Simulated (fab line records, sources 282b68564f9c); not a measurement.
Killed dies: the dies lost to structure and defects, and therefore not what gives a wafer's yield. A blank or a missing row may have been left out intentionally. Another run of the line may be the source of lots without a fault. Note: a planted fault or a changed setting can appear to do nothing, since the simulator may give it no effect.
A lot that was struck, set against a sound lot + flow ritCmos + 14 out of 202 route steps
Sound: the wafers L742.1, L742.2, L742.6. Struck: wafers L756.1, L756.2, L756.3. The cause is given at the end.
At each step with rows: each side's tool, then ch and its chambers, then its first start. Under that, the readings that differ: sound wafers + struck wafers + difference of the means + sigmas: that difference in standard deviations of wafers without a fault.
alike: same words and numbers on both sides, and readings whose means sit less than 2 such deviations apart. not compared: any withheld reading, any reading some wafer has no value for, any bound like >300 that may hide the same value, and any number with overlapping values for which the record gives no deviation.
Wherever a step has rows on one side only, a row that says differs or no value, or a row with sigmas, the two part there. Numbers that don't overlap but have no deviation are shown without sigmas and don't part them. A reading missing from all wafers of one side parts the sides only when that side holds two or more wafers.

first, 1 step without rows for these wafers: RIT_FOX1_OXIDATION_00 (target thk 350.7 nm, ox time 1130 s).
RIT_FOX1_THK_MEAS_01:
  sound on filmMetro-03, day 2 20:32; struck on filmMetro-03, day 6 03:32
  alike: FOX1_OXIDE_THK
then, 2 steps without rows for these wafers: RIT_FOX1_WET_ETCH_02 (etches SiO2 in BOE, target depth 350 nm, time 390 s); RIT_FOX2_OXIDATION_00 (target thk 350.7 nm, ox time 1130 s).
RIT_FOX2_THK_MEAS_01:
  sound on filmMetro-03, day 2 23:00; struck on filmMetro-01, day 6 05:15
  alike: FOX2_OXIDE_THK
then, 2 steps without rows for these wafers: RIT_FOX2_CLEAN_02 (cleans in dHF, time 180 s); RIT_FOX2_WET_ETCH_03 (etches Si3N4 in H3PO4, target depth 195 nm, time 2700 s).
RIT_FOX2_THK_MEAS_90:
  sound on filmMetro-03, day 2 23:52; struck on filmMetro-03, day 6 06:08
  alike: FIELD_OXIDE_LEFT_1_THK
then, 4 steps without rows for these wafers: RIT_NWELL_HMDS_00 (prime time 60 s); RIT_NWELL_COAT_01 (resist thk 1300 nm); RIT_NWELL_SOFTBAKE_02 (time 60 s); RIT_NWELL_EXPOSE_03 (exposes mask M2, target cd 43900 nm).
RIT_NWELL_PEB_04:
  struck on lithoTrack-04, day 6 07:05; sound on lithoTrack-01 ch 0, day 3 00:30
| reading        | sound          | struck | difference                    | sigmas |
|----------------|----------------|--------|-------------------------------|--------|
| exhaustPa (Pa) | 45.7 45.8 46.9 | - - -  | no value on the struck wafers |        |
  not compared: chillPlateTempC
then, 1 step without rows for these wafers: RIT_NWELL_DEVELOP_05 (develop time 68 s).

== WHERE THEY PART ==
Only at RIT_NWELL_PEB_04, as far as this record shows.

WHY: whatever the simulator had introduced
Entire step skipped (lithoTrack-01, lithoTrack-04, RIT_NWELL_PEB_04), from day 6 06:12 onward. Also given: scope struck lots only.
